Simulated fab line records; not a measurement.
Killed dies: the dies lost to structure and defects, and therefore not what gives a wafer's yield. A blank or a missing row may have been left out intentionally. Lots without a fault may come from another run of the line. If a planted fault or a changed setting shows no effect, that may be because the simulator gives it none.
Which tool did it? + flow rit-cmos + route of 202 steps, sampled at 1 step: 15 lots, 45 wafers

WHAT THE GAUGES READ, wafer by wafer
Not one reading of a measure or inspect step in the record can be checked against a usual standard deviation.

WHICH TOOL RAN EACH LOT (tool, then ch and the chambers of the sampled wafers, then the start)
| lot  | RIT_PRETRO_COAT_01               |
|------|----------------------------------|
| L928 | litho-track-03 ch 0, day 2 13:07 |
| L929 | litho-track-01 ch 0, day 2 18:55 |
| L930 | litho-track-02 ch 0, day 2 23:12 |
| L931 | litho-track-03 ch 0, day 3 04:22 |
| L936 | litho-track-03 ch 0, day 4 07:14 |
| L937 | litho-track-01 ch 0, day 4 12:48 |
| L938 | litho-track-02 ch 0, day 4 17:45 |
| L939 | litho-track-03 ch 0, day 4 22:01 |
| L940 | litho-track-03 ch 0, day 5 02:00 |
| L941 | litho-track-03 ch 0, day 5 06:53 |
| L945 | litho-track-02 ch 0, day 6 02:19 |
| L946 | litho-track-01 ch 0, day 6 06:41 |
| L947 | litho-track-01 ch 0, day 6 10:56 |
| L948 | litho-track-02 ch 0, day 6 16:46 |
| L949 | litho-track-02 ch 0, day 6 21:53 |
- RIT_PRETRO_COAT_01: resist thk 1300 nm.

AS READ BY THE TOOLS THEMSELVES (means over the sampled wafers that have a number; for cases with no such wafer, the mark the record gives instead)
RIT_PRETRO_COAT_01. Usual: resist-line-temp-C 23.00 C, standard deviation 0.11; spin-speed-rpm 1999.9 rpm, standard deviation 1.1.
| lot  | tool           | resist-line-temp-C (C) | spin-speed-rpm (rpm) | flag |
|------|----------------|------------------------|----------------------|------|
| L928 | litho-track-03 | 22.91                  | 2001.7               |      |
| L929 | litho-track-01 | 23.11                  | 1999.4               |      |
| L930 | litho-track-02 | 23.00                  | 2001.1               |      |
| L931 | litho-track-03 | 23.01                  | 2000.7               |      |
| L936 | litho-track-03 | 22.93                  | 1998.5               |      |
| L937 | litho-track-01 | 22.97                  | 1998.5               |      |
| L938 | litho-track-02 | 22.98                  | 1999.8               |      |
| L939 | litho-track-03 | 23.01                  | 1859.2               | OFF  |
| L940 | litho-track-03 | 22.85                  | 1860.4               | OFF  |
| L941 | litho-track-03 | 22.95                  | 1858.2               | OFF  |
| L945 | litho-track-02 | 23.05                  | 1999.5               |      |
| L946 | litho-track-01 | 22.92                  | 2001.2               |      |
| L947 | litho-track-01 | 23.01                  | 1998.7               |      |
| L948 | litho-track-02 | 22.96                  | 2000.7               |      |
| L949 | litho-track-02 | 23.11                  | 1999.3               |      |

THE ANSWER, worked out from the rows above alone
Rule: lot off if the mean of its wafers having a number is beyond 3 standard deviations from the usual mean. A lot without any number at a reading at which 4 lots or more have one is off too. All remaining lots with rows at the step are treated as sound. The gauges are gone through in route order, then the tools' own readings, and for those a lot's mean is taken as printed above. At the first step where some lot is off, the reading lying furthest off is the one used; lots without a number count as furthest.
Off: L939, L940, L941 (RIT_PRETRO_COAT_01, spin-speed-rpm).
If a tool, at that step or one of the process steps before it, ran each lot that is off and ran no sound lot following the first of them, it fits. One candidate fits, namely litho-track-03 at RIT_PRETRO_COAT_01. Its last sound lot is L936 (day 4 07:14), its first lot that is off L939 (day 4 22:01): a fault that began between those two fits.
The tool's own readings at RIT_PRETRO_COAT_01 bear it out: on the lots that are off they differ by more than 5 times the standard deviation of the sound lots' means. spin-speed-rpm reads 1859.3 rpm there against 1999.9 rpm on the sound lots.

WHAT HAD BEEN PUT IN BY THE SIMULATOR
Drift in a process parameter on litho-track-03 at RIT_PRETRO_COAT_01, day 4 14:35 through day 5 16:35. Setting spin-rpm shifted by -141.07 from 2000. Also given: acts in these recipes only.
Shown lots that were struck: L939, L940, L941. The rule above found the same.
